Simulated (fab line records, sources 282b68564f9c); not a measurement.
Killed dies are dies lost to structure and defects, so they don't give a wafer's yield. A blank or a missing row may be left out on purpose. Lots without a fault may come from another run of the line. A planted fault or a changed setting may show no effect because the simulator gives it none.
fab line records | flow rit_cmos
record lots=6 wafers=18 last_day=7
route steps=202 shown PWELL@42 WELLDRIVE@50 NWELL@51 NRETRO@53 PRETRO@64 GATE@75
lots that met no fault: from a run of the same line without faults
start_h: hours from the record's first day to the start of the lot's first wafer shown | wait_h: hours since the lot's step before | " the same as in the row above | L1.1+2: a row that stands for several wafers | - no value, or no start given | * or withheld: withheld | < > ~ a bound
route shown NAME@n: a module of which the file shows steps, and the number in the route of the first | usual: mean/standard deviation of fault-free wafers | same: alike in all rows | chamber/n: place in a boat | sites: the reading at each site | _std_site: their standard deviation | _edge_site: outer sites' mean less inner sites' | radius_mm: how far each site lies from the wafer's centre | mask NAME#n: copy n | behind: the tool/chamber that last shaped the wafer | hold: why the lot was held/for how many hours/how that ended | device: the transistor (n, p or np) that didn't switch | end of line: the same wafers' tests at the end of the route | a step without rows: its recipe alone | killed: dies lost to structure and defects at the first sort, not the wafer's yield | map: a wafer's dies, x killed, . not, _ none there
set.NAME: the setting as run; set.NAME@STEP: as run at that earlier step | model.NAME: the simulator's own value behind a step, which no gauge read
lots at some steps of the route; a table a step, a row a wafer
services: from which hour (start_h, from the record's first day; less than 0 if before it) a tool's chamber was out of use, for how many hours, and why
## steps
# step RIT_PWELL_EXPOSE_03
# recipe mask_id=M3 na=0.57 target_cd_nm=43700 dose_mj=250
# step RIT_PWELL_PEB_04
# recipe resist=NOVOLAK temp_c=withheld time_s=withheld
# step RIT_PWELL_DEVELOP_05
# recipe resist=NOVOLAK develop_time_s=68 dev_temp_c=23
# step RIT_PWELL_OVL_MEAS_06
# usual PWELL_OVL=0.1/1.4
# columns lot.wafer tool chamber start_h wait_h PWELL_OVL[nm]
L517.2 overlay-01 - 63.53 - -2.0
L517.3 " - " " -0.7
L517.6 " - " " -0.3
L520.2 overlay-02 - 77.48 - -1.3
L520.3 " - " " -0.5
L520.4 " - " " -0.7
L525.1 overlay-02 - 102.77 - 1.6
L525.3 " - " " 1.6
L525.4 " - " " 0.7
L526.2 overlay-01 - 106.99 - -3.0
L526.4 " - " " -1.1
L526.5 " - " " -0.2
L530.2 overlay-01 - 126.93 - 0.7
L530.3 " - " " 2.1
L530.5 " - " " 0.8
L532.3 overlay-01 - 137.08 - -0.4
L532.4 " - " " -0.8
L532.6 " - " " -1.5
# step RIT_PWELL_HARDBAKE_07
# recipe resist=NOVOLAK temp_c=140 time_s=120
# step RIT_PWELL_IMPLANT_08
# recipe species=B energy_kev=167.2 dose_cm2=7e+13 tilt_deg=7
# step RIT_PWELL_STRIP_09
# recipe chemistry=O2 time_s=180 resist=NOVOLAK platen_temp_c=withheld power_w=500 pressure_mtorr=4000 o2_flow_sccm=4000
# usual chamber_pressure_mTorr=4000/3.8 drypump_motor_current_A=5.59/0.27
# columns lot.wafer tool chamber start_h wait_h chamber_pressure_mTorr drypump_motor_current_A rf_hours_counter_h
L517.2 plasma_asher-02 0 63.96 0.1 4000 5.28 41
L517.3 " 1 " " 4011 5.69 -
L517.6 " 1 " " 4005 5.71 -
L520.2 plasma_asher-02 1 77.91 0.1 3999 5.71 43
L520.3 " 1 " " 3999 5.70 -
L520.4 " 0 " " 3999 5.30 -
L525.1 plasma_asher-03 1 103.20 0.1 4007 5.43 48
L525.3 " 1 " " 3997 5.42 -
L525.4 " 0 " " 4000 5.84 -
L526.2 plasma_asher-02 0 107.42 0.1 3999 5.27 46
L526.4 " 0 " " 4000 5.29 -
L526.5 " 0 " " 4002 5.26 -
L530.2 plasma_asher-02 1 127.36 0.1 4004 5.68 1
L530.3 " 1 " " 4004 5.68 -
L530.5 " 1 " " 4003 5.67 -
L532.3 plasma_asher-02 1 137.57 0.1 4001 5.70 -
L532.4 " 0 " " 4007 5.31 -
L532.6 " 0 " " 4000 5.34 -
# step RIT_PWELL_TW_MEAS_10
# usual PWELL_TW=956/11
# columns lot.wafer tool chamber start_h wait_h PWELL_TW
L517.2 film_metro-02 - 64.14 0.1 966
L517.3 " - " " 968
L517.6 " - " " 962
L520.2 film_metro-04 - 78.09 0.1 944
L520.3 " - " " 940
L520.4 " - " " 940
L525.1 film_metro-01 - 103.38 0.1 955
L525.3 " - " " 960
L525.4 " - " " 963
L526.2 film_metro-01 - 107.60 0.1 960
L526.4 " - " " 962
L526.5 " - " " 964
L530.2 film_metro-04 - 127.55 0.1 941
L530.3 " - " " 938
L530.5 " - " " 937
L532.3 film_metro-01 - 137.70 0.1 963
L532.4 " - " " 967
L532.6 " - " " 965
# step RIT_WELLDRIVE_ANNEAL_00
# recipe temp_c=1100 time_s=14700 ambient=N2
# step RIT_WELLDRIVE_RS_MEAS_01
# recipe thk_meas_gauge=four-point-probe
# usual NWELL_RS=275.2/0.64
# columns lot.wafer tool chamber start_h wait_h NWELL_RS[ohm/sq]
L517.2 film_metro-02 - 69.45 0.0 276.0
L517.3 " - " " 275.5
L517.6 " - " " 276.2
L520.2 film_metro-01 - 83.32 0.0 275.5
L520.3 " - " " 275.1
L520.4 " - " " 274.7
L525.1 film_metro-04 - 108.54 0.0 275.7
L525.3 " - " " 275.6
L525.4 " - " " 275.2
L526.2 film_metro-02 - 112.76 0.0 274.7
L526.4 " - " " 273.8
L526.5 " - " " 275.0
L530.2 film_metro-04 - 133.23 0.0 276.3
L530.3 " - " " 276.5
L530.5 " - " " 275.9
L532.3 film_metro-04 - 143.02 0.0 275.6
L532.4 " - " " 275.7
L532.6 " - " " 276.1
# step RIT_WELLDRIVE_RS_MEAS_02
# recipe thk_meas_gauge=four-point-probe
# usual PWELL_RS=430.5/1.2
# columns lot.wafer tool chamber start_h wait_h PWELL_RS[ohm/sq]
L517.2 film_metro-02 - 69.57 0.1 429.6
L517.3 " - " " 429.1
L517.6 " - " " 428.9
L520.2 film_metro-01 - 83.44 0.1 432.6
L520.3 " - " " 432.2
L520.4 " - " " 431.6
L525.1 film_metro-04 - 108.66 0.1 430.5
L525.3 " - " " 431.0
L525.4 " - " " 431.0
L526.2 film_metro-02 - 112.88 0.1 432.4
L526.4 " - " " 431.7
L526.5 " - " " 431.6
L530.2 film_metro-04 - 133.35 0.1 431.6
L530.3 " - " " 430.7
L530.5 " - " " 431.5
L532.3 film_metro-04 - 143.14 0.1 429.0
L532.4 " - " " 429.1
L532.6 " - " " 429.5
# step RIT_NRETRO_HMDS_00
# recipe prime_time_s=60 prime_temp_c=140
# step RIT_NRETRO_COAT_01
# recipe resist=NOVOLAK spin_rpm=2000 resist_thk_nm=1300
# usual chill_plate_temp_C=22.99/0.13 dispense_pressure_kPa=53/3.3
# columns lot.wafer tool chamber start_h wait_h chill_plate_temp_C dispense_pressure_kPa
L517.2 litho_track-01 0 69.84 0.1 22.96 56
L517.3 " 0 " " 22.82 56
L517.6 " 0 " " 23.04 56
L520.2 litho_track-02 0 83.71 0.1 22.94 48
L520.3 " 0 " " 23.04 48
L520.4 " 0 " " 23.14 48
L525.1 litho_track-02 - 108.93 0.1 - -
L525.3 " - " " - -
L525.4 " - " " - -
L526.2 litho_track-02 - 113.15 0.1 - -
L526.4 " - " " - -
L526.5 " - " " - -
L530.2 litho_track-04 0 133.63 0.1 22.90 54
L530.3 " 0 " " 23.00 54
L530.5 " 0 " " 23.07 54
L532.3 litho_track-04 0 143.42 0.1 22.92 54
L532.4 " 0 " " 22.98 54
L532.6 " 0 " " 22.98 54
# step RIT_NRETRO_SOFTBAKE_02
# recipe resist=NOVOLAK temp_c=90 time_s=60
# step RIT_NRETRO_EXPOSE_03
# recipe mask_id=M4 na=0.57 target_cd_nm=43900 dose_mj=250
# step RIT_NRETRO_PEB_04
# recipe resist=NOVOLAK temp_c=withheld time_s=withheld
# step RIT_NRETRO_DEVELOP_05
# recipe resist=NOVOLAK develop_time_s=68 dev_temp_c=23
# step RIT_NRETRO_OVL_MEAS_06
# usual NRETRO_OVL=-0.3/1.3
# columns lot.wafer tool chamber start_h wait_h NRETRO_OVL[nm]
L517.2 overlay-01 - 70.90 - -4.2
L517.3 " - " " -2.3
L517.6 " - " " -4.0
L520.2 overlay-01 - 84.55 - -0.9
L520.3 " - " " -0.8
L520.4 " - " " -2.2
L525.1 overlay-02 - 109.66 - -
L525.3 " - " " -
L525.4 " - " " -
L526.2 overlay-02 - 113.99 - -
L526.4 " - " " -
L526.5 " - " " -
L530.2 overlay-01 - 134.34 - 0.9
L530.3 " - " " 0.9
L530.5 " - " " -0.1
L532.3 overlay-02 - 144.26 - 1.7
L532.4 " - " " 0.7
L532.6 " - " " 0.3
# step RIT_NRETRO_HARDBAKE_07
# recipe resist=NOVOLAK temp_c=140 time_s=120
# step RIT_NRETRO_IMPLANT_08
# recipe species=P energy_kev=70 dose_cm2=1e+13 tilt_deg=7.273
# step RIT_NRETRO_STRIP_09
# recipe chemistry=O2 time_s=180 resist=NOVOLAK platen_temp_c=withheld power_w=500 pressure_mtorr=4000 o2_flow_sccm=4000
# usual chamber_pressure_mTorr=4000/3.8 drypump_motor_current_A=5.5/0.31
# columns lot.wafer tool chamber start_h wait_h chamber_pressure_mTorr drypump_motor_current_A rf_hours_counter_h
L517.2 plasma_asher-03 0 71.41 0.1 3996 5.8 45
L517.3 " 1 " " 4005 5.4 -
L517.6 " 0 " " 4004 5.9 -
L520.2 plasma_asher-03 0 84.98 0.1 4002 5.8 47
L520.3 " 1 " " 4004 5.4 -
L520.4 " 0 " " 3994 5.8 -
L525.1 plasma_asher-04 1 110.10 0.1 4003 5.5 32
L525.3 " 0 " " 4000 4.9 -
L525.4 " 1 " " 3998 5.5 -
L526.2 plasma_asher-04 0 114.42 0.1 3996 4.9 33
L526.4 " 1 " " 4000 5.6 -
L526.5 " 0 " " 4000 4.9 -
L530.2 plasma_asher-04 1 134.77 0.1 4002 5.5 35
L530.3 " 1 " " 4004 5.6 -
L530.5 " 1 " " 3995 5.6 -
L532.3 plasma_asher-03 1 144.74 0.1 3998 5.4 -
L532.4 " 0 " " 4001 5.8 -
L532.6 " 1 " " 3993 5.4 -
# step RIT_NRETRO_TW_MEAS_10
# usual NRETRO_TW=1051/15
# columns lot.wafer tool chamber start_h wait_h NRETRO_TW
L517.2 film_metro-03 - 71.59 0.1 1041
L517.3 " - " " 1032
L517.6 " - " " 1043
L520.2 film_metro-03 - 85.16 0.1 1035
L520.3 " - " " 1038
L520.4 " - " " 1040
L525.1 film_metro-03 - 110.28 0.1 1043
L525.3 " - " " 1044
L525.4 " - " " 1042
L526.2 film_metro-02 - 114.60 0.1 1066
L526.4 " - " " 1064
L526.5 " - " " 1065
L530.2 film_metro-04 - 134.95 0.1 1039
L530.3 " - " " 1033
L530.5 " - " " 1038
L532.3 film_metro-02 - 144.88 0.1 1070
L532.4 " - " " 1069
L532.6 " - " " 1073
# step RIT_PRETRO_HMDS_00
# recipe prime_time_s=60 prime_temp_c=140
# step RIT_PRETRO_COAT_01
# recipe resist=NOVOLAK spin_rpm=2000 resist_thk_nm=1300
# step RIT_PRETRO_SOFTBAKE_02
# recipe resist=NOVOLAK temp_c=90 time_s=60
# step RIT_PRETRO_EXPOSE_03
# recipe mask_id=M5 na=0.57 target_cd_nm=43700 dose_mj=250
# step RIT_PRETRO_PEB_04
# recipe resist=NOVOLAK temp_c=withheld time_s=withheld
# step RIT_PRETRO_DEVELOP_05
# recipe resist=NOVOLAK develop_time_s=68 dev_temp_c=23
# step RIT_PRETRO_OVL_MEAS_06
# usual PRETRO_OVL=0.1/1.6
# columns lot.wafer tool chamber start_h wait_h PRETRO_OVL[nm]
L517.2 overlay-01 - 72.66 - 0.1
L517.3 " - " " -0.8
L517.6 " - " " -0.1
L520.2 overlay-01 - 86.22 - -1.3
L520.3 " - " " -1.4
L520.4 " - " " -1.4
L525.1 overlay-02 - 111.24 - 1.0
L525.3 " - " " 0.6
L525.4 " - " " 0.6
L526.2 overlay-02 - 115.54 - -3.1
L526.4 " - " " -3.2
L526.5 " - " " -3.2
L530.2 overlay-02 - 136.01 - 0.2
L530.3 " - " " -0.8
L530.5 " - " " 0.9
L532.3 overlay-02 - 145.94 - -2.3
L532.4 " - " " -0.9
L532.6 " - " " -1.6
# step RIT_PRETRO_HARDBAKE_07
# recipe resist=NOVOLAK temp_c=140 time_s=120
# step RIT_PRETRO_IMPLANT_08
# recipe species=B energy_kev=45 dose_cm2=1.2e+13 tilt_deg=7
# step RIT_PRETRO_STRIP_09
# recipe chemistry=O2 time_s=180 resist=NOVOLAK platen_temp_c=withheld power_w=500 pressure_mtorr=4000 o2_flow_sccm=4000
# usual chamber_pressure_mTorr=4000/4.3 drypump_motor_current_A=5.4/0.42
# columns lot.wafer tool chamber start_h wait_h chamber_pressure_mTorr drypump_motor_current_A rf_hours_counter_h
L517.2 plasma_asher-02 1 73.09 0.1 4004 5.7 42
L517.3 " 1 " " 3997 5.6 -
L517.6 " 1 " " 3998 5.7 -
L520.2 plasma_asher-04 0 86.65 0.1 3997 4.9 29
L520.3 " 1 " " 3999 5.5 -
L520.4 " 0 " " 4000 4.9 -
L525.1 plasma_asher-01 0 111.67 0.1 4000 5.4 46
L525.3 " 1 " " 4001 6.2 -
L525.4 " 0 " " 4004 5.4 -
L526.2 plasma_asher-04 1 115.97 0.1 4000 5.6 33
L526.4 " 0 " " 3996 4.9 -
L526.5 " 0 " " 4002 4.9 -
L530.2 plasma_asher-02 0 136.44 0.1 3999 5.3 2
L530.3 " 0 " " 3999 5.3 -
L530.5 " 0 " " 4001 5.3 -
L532.3 plasma_asher-04 1 146.42 0.1 3993 5.5 -
L532.4 " 0 " " 3998 4.9 -
L532.6 " 1 " " 3999 5.5 -
# step RIT_PRETRO_TW_MEAS_10
# usual PRETRO_TW=478/6.7
# columns lot.wafer tool chamber start_h wait_h PRETRO_TW
L517.2 film_metro-03 - 73.27 0.1 470
L517.3 " - " " 470
L517.6 " - " " 470
L520.2 film_metro-01 - 86.84 0.1 487
L520.3 " - " " 484
L520.4 " - " " 485
L525.1 film_metro-03 - 111.85 0.1 1065
L525.3 " - " " 1066
L525.4 " - " " 1066
L526.2 film_metro-03 - 116.15 0.1 1072
L526.4 " - " " 1065
L526.5 " - " " 1065
L530.2 film_metro-02 - 136.63 0.1 486
L530.3 " - " " 487
L530.5 " - " " 485
L532.3 film_metro-03 - 146.56 0.1 471
L532.4 " - " " 473
L532.6 " - " " 474
# step RIT_GATE_WET_ETCH_00
# recipe chemistry=BOE target=SiO2 target_depth_nm=56 time_s=60 dry=n2_spin dilution=10:1 temp_c=21.5
## services
# columns tool chamber start_h hours kind
plasma_asher-04 - 55.52 12.9 repair
plasma_asher-01 - 61.46 1.8 repair
plasma_asher-03 - 96.68 6.2 repair
plasma_asher-02 - 108.75 9.0 pm
plasma_asher-02 0 108.75 9.0 vent_cycle
plasma_asher-02 1 108.75 9.0 vent_cycle
plasma_asher-02 0 117.75 - clean
plasma_asher-02 1 117.75 - clean
plasma_asher-01 - 128.92 8.7 repair
## key
first_sign step=RIT_NRETRO_COAT_01 reading=tool_record direction=missing
effect step=RIT_NRETRO_OVL_MEAS_06 reading=NRETRO_OVL direction=missing
effect step=RIT_PRETRO_TW_MEAS_10 reading=PRETRO_TW direction=up sigmas=88 usual=478 struck=1067
met_at RIT_NRETRO_COAT_01
struck_wafers L525.1,L525.3,L525.4,L526.2,L526.4,L526.5
sort_left_out L525.1,L525.3,L525.4,L526.2,L526.4,L526.5
tester_left_out L525,L526
onset_between 83.71 108.93
fault kind=skipped_step_whole tool=litho_track-02 chamber=- onset_h=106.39 steps=RIT_NRETRO_COAT_01 scope=struck_lots_only
# tester_left_out: of these lots the tester's yield and bins aren't shown, on N5 and GAA mostly nor the transistor test; their killed dies are dies lost to structure and defects alone, not to doping, threshold or leakage, so they don't give the yield
# sort_left_out: the simulated sort isn't trusted on such a fault, so these wafers' sort isn't shown, and their yield isn't known
